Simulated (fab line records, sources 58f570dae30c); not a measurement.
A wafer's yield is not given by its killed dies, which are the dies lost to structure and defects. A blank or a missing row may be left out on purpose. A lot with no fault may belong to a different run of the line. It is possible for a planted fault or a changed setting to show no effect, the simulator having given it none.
The same fault as seen by 2 desks    flow berkeley_cmos170    each desk holds nothing but its own numbers, with what lay behind them at the end

## FOR THE TOOL OWNER'S DESK: implanter-02
The tool's own readings at UCB170_NVT_IMPLANT_07: means of the sampled wafers that have a number, for each lot that ran on this tool. The brackets show how far a lot's mean lies from the usual mean; more than 4 standard deviations puts the lot out of limits, marked OUT.
Columns: A = dose_ions_cm2 at UCB170_NVT_IMPLANT_07, usual 3e+12; B = faraday_current_uA at UCB170_NVT_IMPLANT_07, usual 9.52
lot   first seen here  A                        B
L949  day 6 20:58      3e+12                    9.66
L952  day 7 09:02      2e+12 (-99 or more) OUT  6.43 (-15) OUT
L953  day 7 20:57      2e+12 (-99 or more) OUT  6.40 (-15) OUT
L955  day 8 07:35      2e+12 (-99 or more) OUT  6.46 (-15) OUT
L970  day 10 14:01     3e+12                    9.47
L965  day 10 14:35     3e+12                    9.68
L967  day 10 21:23     3e+12                    9.60
This desk's finding: out of limits on L952, L953, L955; first on L952, day 7 09:02 (dose_ions_cm2 at UCB170_NVT_IMPLANT_07). In limits: L949, L970, L965, L967.

## METROLOGY DESK
Means of the sampled wafers that have a number, per lot and without regard to the tool the lot ran on: this is what the gauges read. The brackets show how far a lot's mean lies from the usual mean; more than 4 standard deviations puts the lot out of limits, marked OUT.
Columns: A = ACTIVE_OXIDE_THK at UCB170_ACTIVE_THK_MEAS_03, usual 26.4 nm; B = ACTIVE_NITRIDE_THK at UCB170_ACTIVE_THK_MEAS_06, usual 219.7 nm; C = NVT_TW at UCB170_NVT_TW_MEAS_09, usual 526; D = GATE_OXIDE_THK at UCB170_GATE_THK_MEAS_02, usual 6.61 nm
lot   first seen here  A     B      C              D
L949  day 4 15:23      26.4  220.1  535            6.51
L950  day 4 21:29      26.6  216.4  519            6.57
L952  day 5 07:31      25.5  219.7  462 (-13) OUT  6.60
L953  day 5 14:22      26.5  218.5  468 (-12) OUT  6.97
L955  day 6 08:34      26.7  220.2  471 (-11) OUT  6.42
L960  day 6 22:31      26.3  220.3  520            6.77
L961  day 7 11:58      26.3  218.9  529            6.50
L963  day 7 18:36      26.4  222.3  526            6.54
L964  day 7 18:37      26.3  218.4  527            6.78
L970  day 8 16:47      25.9  217.3  529            6.76
L968  day 8 16:56      26.4  220.9  527            6.69
L965  day 8 16:58      25.8  221.0  520            6.69
L967  day 8 23:20      27.3  220.8  528            6.71
L969  day 8 23:23      26.4  222.5  520            6.65
L971  day 9 06:56      25.8  220.5  532            6.76
Per this desk, out of limits: L952, L953, L955; the first was L952, day 7 09:16 (NVT_TW at UCB170_NVT_TW_MEAS_09). In limits: L949, L950, L960, L961, L963, L964, L970, L968, L965, L967, L969, L971.

## PUT TOGETHER
An alarm could have come from the tool owner's desk at day 7 09:02, on L952, L953, L955.
An alarm was possible from the metrology desk at day 7 09:16, on L952, L953, L955.
Of the lots named, all ran UCB170_NVT_IMPLANT_07 on implanter-02.

## WHAT WAS PUT IN BY THE SIMULATOR
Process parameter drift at UCB170_NVT_IMPLANT_07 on implanter-02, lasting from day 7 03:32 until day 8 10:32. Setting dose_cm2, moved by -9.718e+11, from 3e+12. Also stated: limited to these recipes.
Shown lots that were struck: L952, L953, L955.
Counting hours from when the fault started, the first reading out of limits came at 5 for the tool owner's desk and at 6 for the metrology desk.
